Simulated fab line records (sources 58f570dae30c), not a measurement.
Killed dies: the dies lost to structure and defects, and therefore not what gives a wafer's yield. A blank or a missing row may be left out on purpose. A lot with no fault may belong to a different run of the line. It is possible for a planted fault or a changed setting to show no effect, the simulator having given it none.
Which tool was responsible?	flow berkeleyCmos170	14 lots with 42 wafers sampled at 6 steps, on a route of 331 steps

== WHAT THE GAUGES SHOWED, per wafer ==
UCB170_PWELL_TW_MEAS_17. Usual: PWELL_TW typically reads 377.8, with standard deviation 2.5.
lot	measured	on	PWELL_TW	flag
L610	day 3 11:21	filmMetro-01	374.9 374.4 376.7	
L613	day 3 19:36	filmMetro-03	378.9 378.6 377.5	
L612	day 3 19:49	filmMetro-03	378.8 379.3 378.3	
L614	day 4 11:58	filmMetro-02	381.0 380.5 379.7	
L615	day 4 12:11	filmMetro-02	381.0 381.5 382.5	
L616	day 4 18:00	filmMetro-01	374.1 377.5 373.5	
L617	day 5 04:23	filmMetro-02	380.4 378.9 379.4	
L618	day 5 04:37	filmMetro-01	374.5 374.2 375.5	
L622	day 5 22:13	filmMetro-02	380.9 383.7 378.8	
L625	day 6 13:26	filmMetro-03	377.9 377.3 375.0	
L626	day 7 01:34	filmMetro-03	378.3 376.1 377.9	
L628	day 7 14:03	filmMetro-02	376.2 377.2 377.9	
L629	day 7 14:17	filmMetro-03	376.5 376.9 375.4	
L631	day 8 03:26	filmMetro-02	378.0 378.3 379.4	

UCB170_NVT_OVL_MEAS_06. Usual: NVT_OVL typically reads -3 nm, with standard deviation 5.8.
lot	measured	on	NVT_OVL (nm)	flag
L610	day 6 07:45	overlay-01	-8 -5 -1	
L613	day 7 09:16	overlay-01	-20 -14 -11	
L612	day 7 09:23	overlay-02	-1 -6 -7	
L614	day 8 03:38	overlay-01	0 -2 0	
L615	day 8 03:24	overlay-02	5 6 8	
L616	day 8 03:46	overlay-02	-1 -4 -2	
L617	day 8 15:58	overlay-01	1 6 8	
L618	day 8 15:38	overlay-02	-10 -9 -3	
L622	day 9 07:34	overlay-02	-6 -8 7	
L625	day 10 02:57	overlay-02	0 -6 -4	
L626	day 10 09:09	overlay-01	0 2 6	
L628	day 10 15:50	overlay-02	-4 1 1	
L629	day 10 15:35	overlay-01	-11 -8 -21	
L631	day 11 05:42	overlay-02	-5 2 3	

UCB170_NLDD_OVL_MEAS_07. Usual: NLDD_OVL typically reads 0 nm, with standard deviation 5.2.
lot	measured	on	NLDD_OVL (nm)	flag
L610	day 7 07:10	overlay-01	-4 -8 -3	
L613	day 8 13:24	overlay-02	5 16 11	
L612	day 8 14:08	overlay-01	7 9 6	
L614	day 8 23:19	overlay-01	3 1 -1	
L615	day 8 22:20	overlay-01	4 2 3	
L616	day 8 23:08	overlay-02	5 6 4	
L617	day 9 14:12	overlay-02	-2 -5 -4	
L618	day 9 13:57	overlay-01	4 -2 -1	
L622	day 10 00:24	overlay-01	7 2 4	
L625	day 10 23:31	overlay-01	-2 6 -7	
L626	day 11 08:22	overlay-02	6 0 3	
L628	day 11 15:12	overlay-02	4 2 0	
L629	day 11 14:55	overlay-01	8 7 3	
L631	day 12 05:58	overlay-01	1 -1 -4	

UCB170_NLDD_TW_MEAS_11. Usual: NLDD_TW typically reads 2206, with standard deviation 15.
lot	measured	on	NLDD_TW	flag
L610	day 7 07:36	filmMetro-01	2193 2208 2200	
L613	day 8 13:50	filmMetro-01	2197 2185 2189	
L612	day 8 14:34	filmMetro-01	2185 2205 2185	
L614	day 8 23:45	filmMetro-01	2181 2190 2201	
L615	day 8 22:47	filmMetro-01	2194 2197 2198	
L616	day 8 23:35	filmMetro-01	2193 2197 2191	
L617	day 9 14:38	filmMetro-04	2216 2200 2215	
L618	day 9 14:23	filmMetro-02	2233 2228 2232	
L622	day 10 00:50	filmMetro-01	2189 2186 2191	
L625	day 10 23:56	filmMetro-01	2092 2100 2090	OFF
L626	day 11 08:47	filmMetro-02	2120 2120 2119	OFF
L628	day 11 15:38	filmMetro-02	2218 2210 2220	
L629	day 11 15:22	filmMetro-04	2220 2224 2218	
L631	day 12 06:25	filmMetro-01	2203 2204 2217	

UCB170_SDANNEAL_RS_MEAS_05: a four-point-probe measurement. Usual: NLDD_RS typically reads 616.3 ohm/sq, with standard deviation 1.4.
lot	measured	on	NLDD_RS (ohm/sq)	flag
L610	day 8 01:24	filmMetro-04	615.3 617.6 615.6	
L613	day 9 00:11	filmMetro-04	616.8 616.9 617.2	
L612	day 9 00:44	filmMetro-01	616.3 615.9 615.5	
L614	day 9 13:11	filmMetro-04	615.6 614.6 615.6	
L615	day 9 10:40	filmMetro-04	613.1 612.8 614.9	
L616	day 9 11:35	filmMetro-04	616.0 615.5 615.2	
L617	day 10 01:49	filmMetro-02	618.7 617.5 619.0	
L618	day 10 01:16	filmMetro-04	615.9 617.3 616.1	
L622	day 10 12:38	filmMetro-01	616.7 615.9 616.2	
L625	day 11 13:35	filmMetro-02	539.8 537.5 538.4	OFF
L626	day 11 20:11	filmMetro-04	538.6 539.2 537.6	OFF
L628	day 12 05:55	filmMetro-04	615.9 615.4 615.3	
L629	day 12 05:28	filmMetro-02	615.7 616.0 613.1	
L631	day 12 19:05	filmMetro-02	615.7 616.5 615.7	

== EACH LOT AND THE TOOL THAT RAN IT (in order: tool; ch and the chambers of the sampled wafers; start) ==
lot	UCB170_NLDD_IMPLANT_08
L610	implanter-02 ch 0, day 7 07:13
L613	implanter-01 ch 0, day 8 13:26
L612	implanter-01 ch 0, day 8 14:11
L614	implanter-04 ch 0, day 8 23:22
L615	implanter-01 ch 0, day 8 22:24
L616	implanter-01 ch 0, day 8 23:13
L617	implanter-02 ch 0, day 9 14:16
L618	implanter-04 ch 0, day 9 13:59
L622	implanter-04 ch 0, day 10 00:26
L625	implanter-02 ch 0, day 10 23:32
L626	implanter-02 ch 0, day 11 08:23
L628	implanter-01 ch 0, day 11 15:15
L629	implanter-04 ch 0, day 11 14:58
L631	implanter-04 ch 0, day 12 06:01
- UCB170_NLDD_IMPLANT_08

== AS READ BY THE TOOLS THEMSELVES (means over the sampled wafers that have a number; for cases with no such wafer, the mark the record gives instead) ==
UCB170_NLDD_IMPLANT_08. Usual: doseIonsCm2 5e+13, standard deviation 6.1e+10; tiltDeg 6.998 degrees, standard deviation 0.024.
lot	tool	doseIonsCm2	tiltDeg (degrees)	flag
L610	implanter-02	5e+13	7.008	
L613	implanter-01	5e+13	7.020	
L612	implanter-01	5e+13	6.998	
L614	implanter-04	5e+13	7.019	
L615	implanter-01	5e+13	6.979	
L616	implanter-01	5e+13	7.009	
L617	implanter-02	5e+13	6.979	
L618	implanter-04	5e+13	7.020	
L622	implanter-04	5e+13	7.001	
L625	implanter-02	5e+13	-0.024	OFF
L626	implanter-02	5e+13	-0.015	OFF
L628	implanter-01	5e+13	7.009	
L629	implanter-04	5e+13	6.977	
L631	implanter-04	5e+13	6.998	

== THE ANSWER, worked out from the rows above alone ==
Rule: lot off if the mean of its wafers having a number is beyond 3 standard deviations from the usual mean. A lot without any number at a reading at which 4 lots or more have one is off too. All remaining lots with rows at the step are treated as sound. The gauges are gone through in route order, then the tools' own readings, and for those a lot's mean is taken as printed above. The first step at which some lot is off is used, and at that step the reading that is off furthest; a lot without a number counts as furthest.
Off: L625, L626, at UCB170_NLDD_TW_MEAS_11 (NLDD_TW).
If a tool, at a process step before that reading, ran all the lots that are off and no sound lot after the first of them, it fits. Not tried: the gauges at UCB170_NLDD_TW_MEAS_11; whatever is off there is also off at UCB170_NLDD_IMPLANT_08, on other tools, and gauge error can't account for it. One fits: UCB170_NLDD_IMPLANT_08 on implanter-02. Its last sound lot is L617 (day 9 14:16), its first lot that is off L625 (day 10 23:32): a fault that began between those two fits.
The tool's own readings at UCB170_NLDD_IMPLANT_08 bear it out: on the lots that are off they differ by more than 5 times the standard deviation of the sound lots' means. tiltDeg reads -0.019 degrees there against 7.001 degrees on the sound lots.

== WHAT THE SIMULATOR PUT IN ==
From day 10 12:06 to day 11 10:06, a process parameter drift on implanter-02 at UCB170_NLDD_IMPLANT_08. Setting tiltDeg, moved by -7, from 7. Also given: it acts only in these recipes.
Struck lots among those shown: L625, L626. Same finding as the rule above.
